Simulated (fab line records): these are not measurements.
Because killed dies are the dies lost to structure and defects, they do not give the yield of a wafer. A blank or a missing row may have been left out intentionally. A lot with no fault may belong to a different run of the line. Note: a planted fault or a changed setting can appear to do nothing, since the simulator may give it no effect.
What tool caused it?	flow rit cmos	7 lots with 21 wafers sampled at 2 steps, on a route of 202 steps

WHAT THE GAUGES SHOWED, per wafer
RIT_PSD_TW_MEAS_10.
lot	measured	on	PSD_TW
L717	day 3 10:12	film metro-01	3484 3477 3486
L720	day 4 09:02	film metro-03	3436 3432 3450
L722	day 4 22:01	film metro-03	3431 3417 3455
L723	day 5 00:21	film metro-03	3404 3410 3408
L728	day 5 17:55	film metro-03	3304 3313 3299
L732	day 6 12:20	film metro-03	3324 3298 3299
L737	day 7 14:11	film metro-04	3384 3412 3405

EACH LOT AND THE TOOL THAT RAN IT (in order: tool; ch and the chambers of the sampled wafers; start)
lot	RIT_PSD_IMPLANT_08
L717	implanter-04 ch 0, day 3 09:52
L720	implanter-04 ch 0, day 4 08:42
L722	implanter-03 ch 0, day 4 21:43
L723	implanter-04 ch 0, day 5 00:01
L728	implanter-02 ch 0, day 5 17:36
L732	implanter-02 ch 0, day 6 12:01
L737	implanter-03 ch 0, day 7 13:52
- RIT_PSD_IMPLANT_08

THE ANSWER, worked out from the rows above alone
Rule: what is usual is taken from the lots themselves. Put in order of their means at a reading, lots are off if they are a third of the lots or fewer, leave a main group of 4 or more, and stand apart from it by a gap of 3 or more times the standard deviation of the main group's means; of several such gaps the widest counts. Not used: any main group whose means are identical at the precision the tables above print for the reading. Also off: a lot with no number at a reading for which 4 or more lots have one. All remaining lots with rows at the step are treated as sound.
Off: at RIT_PSD_TW_MEAS_10 (PSD_TW), L728, L732. Main group: mean 3433, sd 29.
A tool fits if, at a process step before that reading, it ran every lot that is off, and no sound lot after the first of them. Gauges at RIT_PSD_TW_MEAS_10: tried the same way as those tools. This does not decide it: 2 tools fit, namely implanter-02 at RIT_PSD_IMPLANT_08 and film metro-03 at RIT_PSD_TW_MEAS_10.

WHAT HAD BEEN PUT IN BY THE SIMULATOR
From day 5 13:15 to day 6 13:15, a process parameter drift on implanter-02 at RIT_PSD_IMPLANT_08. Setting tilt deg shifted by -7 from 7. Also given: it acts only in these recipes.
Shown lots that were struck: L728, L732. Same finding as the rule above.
